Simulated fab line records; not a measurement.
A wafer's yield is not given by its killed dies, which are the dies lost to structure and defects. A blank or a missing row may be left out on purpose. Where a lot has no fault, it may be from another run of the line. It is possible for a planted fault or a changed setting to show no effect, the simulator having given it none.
What tool caused it? | flow berkeleyCmos170 | 14 lots, 42 wafers sampled, at 7 steps of a route of 331

WHAT THE GAUGES SHOWED, per wafer
UCB170_GATE_CD_MEAS_12 targets a cd of 350 nm.
lot  | measured     | on       | cdNm (nm)
L673 | day 5 23:27  | cdSem-02 | 350.5 350.1 349.9
L675 | day 5 23:36  | cdSem-01 | 348.5 349.2 349.5
L674 | day 5 23:44  | cdSem-01 | 348.4 349.3 350.0
L677 | day 6 14:52  | cdSem-02 | 352.1 351.0 351.9
L676 | day 6 15:09  | cdSem-01 | 349.7 348.0 348.5
L681 | day 8 06:18  | cdSem-01 | 351.2 349.5 351.6
L682 | day 8 06:32  | cdSem-02 | 349.6 347.9 349.4
L689 | day 9 07:42  | cdSem-02 | 348.4 348.7 348.8
L690 | day 9 15:56  | cdSem-01 | 348.0 350.3 349.3
L691 | day 9 16:10  | cdSem-01 | 351.4 351.1 350.3
L693 | day 10 09:07 | cdSem-02 | 349.6 349.0 348.3
L692 | day 10 09:22 | cdSem-02 | 348.1 349.6 349.9
L694 | day 10 19:23 | cdSem-02 | 350.8 350.5 351.0
L696 | day 11 09:36 | cdSem-02 | 349.7 351.1 351.0

UCB170_PSD_TW_MEAS_10.
lot  | measured     | on           | PSD_TW
L673 | day 6 09:37  | filmMetro-03 | 2343 2320 2329
L675 | day 6 09:44  | filmMetro-03 | 2340 2350 2341
L674 | day 6 09:53  | filmMetro-04 | 2319 2321 2310
L677 | day 7 02:49  | filmMetro-01 | 2326 2319 2313
L676 | day 7 03:07  | filmMetro-03 | 2350 2350 2343
L681 | day 8 17:03  | filmMetro-04 | 1935 1938 1929
L682 | day 8 17:26  | filmMetro-01 | 1931 1931 1932
L689 | day 9 17:28  | filmMetro-04 | 2309 2302 2305
L690 | day 10 05:53 | filmMetro-03 | 2313 2340 2330
L691 | day 10 06:10 | filmMetro-03 | 2325 2337 2324
L693 | day 10 21:19 | filmMetro-04 | 2301 2299 2294
L692 | day 10 21:35 | filmMetro-01 | 2316 2316 2319
L694 | day 11 04:53 | filmMetro-01 | 2321 2313 2320
L696 | day 11 20:01 | filmMetro-04 | 2312 2303 2308

UCB170_NSD_OVL_MEAS_07.
lot  | measured     | on         | NSD_OVL (nm)
L673 | day 6 10:49  | overlay-02 | 7 12 5
L675 | day 6 11:24  | overlay-02 | -2 4 8
L674 | day 6 11:38  | overlay-02 | 3 -6 -7
L677 | day 7 04:13  | overlay-02 | -3 1 3
L676 | day 7 04:25  | overlay-02 | 13 11 3
L681 | day 8 18:31  | overlay-02 | 9 5 4
L682 | day 8 18:52  | overlay-02 | -1 3 -3
L689 | day 9 19:21  | overlay-02 | -4 -4 7
L690 | day 10 08:37 | overlay-01 | -8 -16 -6
L691 | day 10 08:53 | overlay-02 | -11 3 -7
L693 | day 10 23:03 | overlay-01 | 0 -3 -8
L692 | day 10 23:10 | overlay-02 | 7 1 -1
L694 | day 11 08:53 | overlay-01 | -9 -3 -1
L696 | day 11 22:43 | overlay-02 | -7 -4 -9

UCB170_SDANNEAL_RS_MEAS_02: measures by four-point-probe.
lot  | measured     | on           | PSD_RS (ohm/sq)
L673 | day 6 12:14  | filmMetro-03 | 75.81 75.83 75.99
L675 | day 6 13:05  | filmMetro-04 | 75.31 75.28 75.48
L674 | day 6 15:43  | filmMetro-03 | 75.61 75.61 75.53
L677 | day 7 05:46  | filmMetro-01 | 76.12 75.81 76.25
L676 | day 7 05:59  | filmMetro-04 | 75.14 75.47 75.38
L681 | day 8 20:05  | filmMetro-03 | 114.36 113.48 114.12
L682 | day 8 20:17  | filmMetro-04 | 113.66 114.00 114.02
L689 | day 9 21:33  | filmMetro-01 | 75.95 75.91 75.77
L690 | day 10 10:26 | filmMetro-04 | 75.99 75.69 75.68
L691 | day 10 10:27 | filmMetro-03 | 75.58 75.44 75.77
L693 | day 11 00:51 | filmMetro-01 | 75.74 75.74 76.00
L692 | day 11 00:49 | filmMetro-04 | 75.45 75.57 75.46
L694 | day 11 10:34 | filmMetro-04 | 75.31 75.20 75.37
L696 | day 12 00:13 | filmMetro-04 | 75.59 75.13 75.42

EACH LOT AND THE TOOL THAT RAN IT (in order: tool; ch and the chambers of the sampled wafers; start)
lot  | UCB170_GATE_STRIP_16                | UCB170_PSD_IMPLANT_08           | UCB170_PSD_STRIP_09
L673 | plasmaAsher-04 ch 0,1, day 5 23:41  | implanter-01 ch 0, day 6 09:23  | plasmaAsher-04 ch 0,1, day 6 09:31
L675 | plasmaAsher-03 ch 0,1, day 5 23:50  | implanter-02 ch 0, day 6 09:30  | plasmaAsher-02 ch 0,1, day 6 09:38
L674 | plasmaAsher-04 ch 0,1, day 5 23:57  | implanter-03 ch 0, day 6 09:40  | plasmaAsher-01 ch 0,1, day 6 09:47
L677 | plasmaAsher-03 ch 0,1, day 6 15:07  | implanter-03 ch 0, day 7 02:34  | plasmaAsher-02 ch 0,1, day 7 02:43
L676 | plasmaAsher-04 ch 0,1, day 6 15:23  | implanter-01 ch 0, day 7 02:52  | plasmaAsher-01 ch 1, day 7 03:00
L681 | plasmaAsher-01 ch 0,1, day 8 06:32  | implanter-01 ch 0, day 8 16:48  | plasmaAsher-04 ch 0,1, day 8 16:57
L682 | plasmaAsher-03 ch 0,1, day 8 06:47  | implanter-01 ch 0, day 8 17:11  | plasmaAsher-04 ch 0,1, day 8 17:20
L689 | plasmaAsher-03 ch 0,1, day 9 07:55  | implanter-02 ch 0, day 9 17:13  | plasmaAsher-01 ch 0,1, day 9 17:21
L690 | plasmaAsher-04 ch 0, day 9 16:10    | implanter-02 ch 0, day 10 05:39 | plasmaAsher-01 ch 0,1, day 10 05:47
L691 | plasmaAsher-03 ch 0, day 9 16:24    | implanter-03 ch 0, day 10 05:56 | plasmaAsher-04 ch 1, day 10 06:03
L693 | plasmaAsher-04 ch 0,1, day 10 09:21 | implanter-03 ch 0, day 10 21:05 | plasmaAsher-02 ch 0, day 10 21:12
L692 | plasmaAsher-03 ch 0,1, day 10 09:35 | implanter-02 ch 0, day 10 21:21 | plasmaAsher-04 ch 0,1, day 10 21:29
L694 | plasmaAsher-03 ch 1, day 10 19:37   | implanter-02 ch 0, day 11 04:39 | plasmaAsher-02 ch 0,1, day 11 04:47
L696 | plasmaAsher-01 ch 0,1, day 11 09:50 | implanter-01 ch 0, day 11 19:47 | plasmaAsher-04 ch 0,1, day 11 19:56
- UCB170_GATE_STRIP_16: strips in O2.
- UCB170_PSD_IMPLANT_08
- UCB170_PSD_STRIP_09: strips in O2.

AS READ BY THE TOOLS THEMSELVES (means over the sampled wafers that have a number; for cases with no such wafer, the mark the record gives instead)
UCB170_GATE_STRIP_16.
lot  | tool           | chamberPressureMTorr (mTorr) | drypumpMotorCurrentA (A) | oesProductAu (a.u.)
L673 | plasmaAsher-04 | 3500.3                       | 5.39                     | 0.726
L675 | plasmaAsher-03 | 3500.3                       | 5.55                     | 0.724
L674 | plasmaAsher-04 | 3501.7                       | 5.44                     | 0.726
L677 | plasmaAsher-03 | 3502.3                       | 5.53                     | 0.722
L676 | plasmaAsher-04 | 3499.7                       | 5.44                     | 0.722
L681 | plasmaAsher-01 | 3499.2                       | 5.34                     | 0.724
L682 | plasmaAsher-03 | 3499.1                       | 5.55                     | 0.726
L689 | plasmaAsher-03 | 3499.2                       | 5.61                     | 0.725
L690 | plasmaAsher-04 | 3496.9                       | 5.36                     | 0.726
L691 | plasmaAsher-03 | 3497.9                       | 5.64                     | 0.722
L693 | plasmaAsher-04 | 3499.6                       | 5.42                     | 0.720
L692 | plasmaAsher-03 | 3501.0                       | 5.57                     | 0.722
L694 | plasmaAsher-03 | 3499.0                       | 5.47                     | 0.725
L696 | plasmaAsher-01 | 3500.0                       | 5.30                     | 0.725

UCB170_PSD_IMPLANT_08.
lot  | tool         | doseIonsCm2 | endStationPressureTorr (Torr) | faradayCurrentUA
L673 | implanter-01 | 3.003e+15   | 1.25e-05                      | 9237
L675 | implanter-02 | 3.002e+15   | 1.21e-05                      | 9068
L674 | implanter-03 | 3.000e+15   | 1.28e-05                      | 9105
L677 | implanter-03 | 3.001e+15   | 1.22e-05                      | 9206
L676 | implanter-01 | 3.000e+15   | 1.26e-05                      | 9287
L681 | implanter-01 | 1.655e+15   | 9.47e-06                      | 5172
L682 | implanter-01 | 1.651e+15   | 8.90e-06                      | 5226
L689 | implanter-02 | 3.001e+15   | 1.23e-05                      | 9247
L690 | implanter-02 | 3.005e+15   | 1.27e-05                      | 9318
L691 | implanter-03 | 3.005e+15   | 1.27e-05                      | 9248
L693 | implanter-03 | 3.001e+15   | 1.21e-05                      | 9365
L692 | implanter-02 | 3.005e+15   | 1.24e-05                      | 9445
L694 | implanter-02 | 3.003e+15   | 1.26e-05                      | 9396
L696 | implanter-01 | 2.994e+15   | 1.34e-05                      | 9303

UCB170_PSD_STRIP_09.
lot  | tool           | chamberPressureMTorr (mTorr) | drypumpMotorCurrentA (A) | oesProductAu (a.u.) | stripTimeToEndpointS (s)
L673 | plasmaAsher-04 | 3501                         | 5.4                      | 0.604               | 29.33
L675 | plasmaAsher-02 | 3499                         | 6.0                      | 0.600               | 29.39
L674 | plasmaAsher-01 | 3498                         | 5.3                      | 0.602               | 29.35
L677 | plasmaAsher-02 | 3499                         | 6.0                      | 0.603               | 29.28
L676 | plasmaAsher-01 | 3498                         | 5.2                      | 0.594               | 29.46
L681 | plasmaAsher-04 | 3503                         | 5.5                      | 0.690               | 23.58
L682 | plasmaAsher-04 | 3501                         | 5.4                      | 0.694               | 23.49
L689 | plasmaAsher-01 | 3498                         | 5.4                      | 0.599               | 29.27
L690 | plasmaAsher-01 | 3499                         | 5.4                      | 0.604               | 29.37
L691 | plasmaAsher-04 | 3501                         | 5.5                      | 0.602               | 29.38
L693 | plasmaAsher-02 | 3500                         | 6.5                      | 0.597               | 29.37
L692 | plasmaAsher-04 | 3499                         | 5.4                      | 0.598               | 29.44
L694 | plasmaAsher-02 | 3503                         | 6.3                      | 0.602               | 29.47
L696 | plasmaAsher-04 | 3498                         | 5.4                      | 0.603               | 29.40

THE ANSWER, worked out from the rows above alone
Rule: the usual values come from the lots themselves. The widest of any qualifying gaps counts: lots, ordered by their means at a reading, are off when they make up no more than a third of the lots, leave a main group of 4 or more, and stand apart from it by 3 or more times the standard deviation of that group's means. A main group whose means are all the same, to the digits that the tables above print for the reading, isn't used. Also off: a lot with no number at a reading for which 4 or more lots have one. The other lots that the step has rows for count as sound. The gauges are gone through in route order, then the tools' own readings, and for those a lot's mean is taken as printed above. The first step at which some lot is off is used, and at that step the reading that is off furthest; a lot without a number counts as furthest.
Off: L681, L682, seen at UCB170_PSD_TW_MEAS_10 (PSD_TW). For the main group the mean is 2322 and the standard deviation 14.
If a tool, at a process step before that reading, ran all the lots that are off and no sound lot after the first of them, it fits. The gauges at UCB170_PSD_TW_MEAS_10 aren't tried: what is off there is off at UCB170_PSD_IMPLANT_08 too, on other tools, and a gauge's error can't cause that. Not one of the candidates tried fits.

WHAT THE SIMULATOR PUT IN
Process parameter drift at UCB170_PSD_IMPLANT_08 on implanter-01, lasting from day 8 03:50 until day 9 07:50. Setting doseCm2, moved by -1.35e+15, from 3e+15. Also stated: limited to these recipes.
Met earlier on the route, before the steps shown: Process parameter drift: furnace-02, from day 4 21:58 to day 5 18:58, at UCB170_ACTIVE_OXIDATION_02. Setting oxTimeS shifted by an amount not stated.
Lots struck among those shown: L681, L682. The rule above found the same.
